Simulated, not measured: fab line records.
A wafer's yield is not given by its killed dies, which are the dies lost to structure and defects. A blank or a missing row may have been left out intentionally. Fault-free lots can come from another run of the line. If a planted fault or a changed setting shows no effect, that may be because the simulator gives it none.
Which tool is to blame?    flow rit_cmos    14 lots, 42 wafers sampled, at 2 steps of a route of 202

WHAT THE GAUGES READ, wafer by wafer
No reading from a measuring or inspecting step in the record can be judged against a usual standard deviation.

WHAT TOOL EACH LOT RAN ON (gives the tool, then ch and the chambers of the sampled wafers, and finally the start)
lot   RIT_NLDD_COAT_01                  RIT_M1_PROBE_99
L268  litho_track-02 ch 0, day 2 23:06  -
L269  litho_track-02 ch 0, day 3 05:26  -
L270  litho_track-04 ch 0, day 3 08:10  -
L271  litho_track-02 ch 0, day 3 13:52  -
L272  litho_track-04 ch 0, day 3 18:08  -
L273  litho_track-01 ch 0, day 3 22:28  prober-02, day 4 16:16
L274  litho_track-04 ch 0, day 4 04:59  -
L275  litho_track-04 ch 0, day 4 09:17  prober-02, day 5 02:08
L282  litho_track-04 ch 0, day 5 18:59  -
L283  litho_track-01 ch 0, day 6 00:24  -
L284  litho_track-01 ch 0, day 6 06:16  prober-02, day 6 22:19
L286  litho_track-02 ch 0, day 6 14:59  prober-02, day 7 07:25
L288  litho_track-04 ch 0, day 7 02:13  prober-02, day 7 18:22
L290  litho_track-04 ch 0, day 7 12:41  -
- RIT_NLDD_COAT_01: resist thk 1000 nm.
- RIT_M1_PROBE_99

AS READ BY THE TOOLS THEMSELVES (means over the sampled wafers that have a number; for cases with no such wafer, the mark the record gives instead)
RIT_NLDD_COAT_01. Usual: 3249.9 rpm for spin_speed_rpm, sd 1.8.
lot   tool            spin_speed_rpm (rpm)  flag
L268  litho_track-02  3250.6                
L269  litho_track-02  3251.4                
L270  litho_track-04  3249.7                
L271  litho_track-02  3249.3                
L272  litho_track-04  3251.0                
L273  litho_track-01  3250.4                
L274  litho_track-04  3251.0                
L275  litho_track-04  3250.1                
L282  litho_track-04  3251.1                
L283  litho_track-01  3298.8                OFF
L284  litho_track-01  3298.8                OFF
L286  litho_track-02  3252.2                
L288  litho_track-04  3250.7                
L290  litho_track-04  3250.3                

RIT_M1_PROBE_99. Usual: killed_at_M0_to_M3 0.0, standard deviation 0.12; killed_at_contacts 0.1, standard deviation 0.23; killed_at_front_end 7, standard deviation 3.1; killed_dies 7, standard deviation 3.1; killed_open 3.4, standard deviation 2.1; killed_short 3.5, standard deviation 2.
lot   tool       killed_at_M0_to_M3  killed_at_contacts  killed_at_front_end  killed_dies  killed_open  killed_short  flag
L273  prober-02  0.0                 0.3                 7                    8            4.3          3.3           
L275  prober-02  0.0                 0.0                 8                    8            4.0          4.0           
L284  prober-02  0.0                 0.0                 8                    8            4.3          3.3           
L286  prober-02  0.0                 0.0                 7                    7            2.3          4.3           
L288  prober-02  0.0                 0.0                 4                    4            2.0          1.7           

THE ANSWER, worked out from the rows above alone
Rule: lot off if the mean of its wafers having a number is beyond 3 standard deviations from the usual mean. Also off: a lot with no number at a reading for which 4 or more lots have one. Any other lot the step has rows for is counted as sound. The gauges are gone through in route order, then the tools' own readings, and for those a lot's mean is taken as printed above. The first step at which some lot is off is used, and at that step the reading that is off furthest; a lot without a number counts as furthest.
Off, at RIT_NLDD_COAT_01 on spin_speed_rpm: L283, L284.
If a tool, at that step or one of the process steps before it, ran each lot that is off and ran no sound lot following the first of them, it fits. One fits: RIT_NLDD_COAT_01 on litho_track-01. Its last sound lot is L273 (day 3 22:28), its first lot that is off L283 (day 6 00:24): a fault that began between those two fits.
On the lots that are off, the tool's own readings at RIT_NLDD_COAT_01 differ by more than 5 times the standard deviation of the sound lots' means, which bears it out; spin_speed_rpm reads 3298.8 rpm there versus 3250.7 rpm on the sound lots.

WHAT WAS PUT IN BY THE SIMULATOR
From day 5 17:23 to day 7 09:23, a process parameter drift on litho_track-01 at RIT_NLDD_COAT_01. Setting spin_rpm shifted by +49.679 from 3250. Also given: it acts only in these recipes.
Struck lots among those shown: L283, L284. Same finding as the rule above.
